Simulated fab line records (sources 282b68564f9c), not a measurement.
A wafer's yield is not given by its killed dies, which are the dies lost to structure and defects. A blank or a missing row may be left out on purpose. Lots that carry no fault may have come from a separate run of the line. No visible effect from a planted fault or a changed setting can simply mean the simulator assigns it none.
2 desks, one fault / flow ritCmos / each desk has only its own numbers; what lay behind them comes last

METROLOGY DESK
Means of the sampled wafers that have a number, per lot and without regard to the tool the lot ran on: this is what the gauges read. If a lot's mean is further than 4 standard deviations from the usual mean, the lot is out of limits and carries the mark OUT (the distance appears in the brackets). 7 of its 14 readings are shown, namely those furthest out on some lot.
Columns: A = PLDD_RS at RIT_SDANNEAL_RS_MEAS_06, usual 178.5 ohm/sq; B = NLDD_RS at RIT_SDANNEAL_RS_MEAS_07, usual 151.5 ohm/sq; C = SILICIDE_TI_RS at RIT_SILICIDE_RS_MEAS_02, usual 47.8 ohm/sq; D = SILICIDE_TI_THK at RIT_SILICIDE_THK_MEAS_03, usual 29.5 nm; E = M1_AL_RS at RIT_M1_RS_MEAS_01, usual 0.0735 ohm/sq; F = M1_AL_THK at RIT_M1_THK_MEAS_02, usual 398 nm; G = M1_OVL at RIT_M1_OVL_MEAS_10, usual -0.1 nm
lot=L914; first seen here=day 3 22:10; A=178.3; B=151.8; C=47.5; D=29.4; E=0.0734; F=399; G=0.5
lot=L915; first seen here=day 4 02:56; A=179.3; B=152.2; C=47.8; D=29.4; E=0.0737; F=395; G=1.0
lot=L921; first seen here=day 5 06:46; A=179.0; B=152.2; C=49.1; D=28.9; E=0.0738; F=396; G=2.4
lot=L923; first seen here=day 5 14:15; A=178.0; B=151.8; C=48.1; D=29.5; E=0.0737; F=395; G=0.1
lot=L924; first seen here=day 5 19:17; A=177.4; B=152.3; C=47.6; D=29.6; E=0.0724; F=404; G=1.4
lot=L925; first seen here=day 5 23:28; A=178.2; B=151.3; C=47.3; D=29.5; E=0.0742; F=394; G=-1.8
lot=L932; first seen here=day 7 10:19; A=178.8; B=151.2; C=47.9; D=29.6; E=0.0729; F=403; G=-0.5
This desk found nothing out of limits on any of the 7 lots.

DESK OF THE TOOL OWNER: rtpAnneal-02
The tool's own readings at RIT_SILICIDE_RTA_06 (time 10 s, ramp up 5 s, ramp down 10 s): means of the sampled wafers that have a number, for each lot that ran on this tool. If a lot's mean is further than 4 standard deviations from the usual mean, the lot is out of limits and carries the mark OUT (the distance appears in the brackets).
Columns: A = wafer_temp_C_max at RIT_SILICIDE_RTA_06, usual 753.4
lot=L915; first seen here=day 4 03:54; A=752.4
lot=L921; first seen here=day 5 07:41; A=753.2
lot=L923; first seen here=day 5 15:11; A=752.8
lot=L925; first seen here=day 6 00:25; A=752.8
This desk found nothing out of limits on any of the 4 lots.

TAKEN TOGETHER
Nothing out of limits was seen by the metrology desk.
The tool owner's desk saw nothing out of limits.

WHAT THE SIMULATOR PUT IN
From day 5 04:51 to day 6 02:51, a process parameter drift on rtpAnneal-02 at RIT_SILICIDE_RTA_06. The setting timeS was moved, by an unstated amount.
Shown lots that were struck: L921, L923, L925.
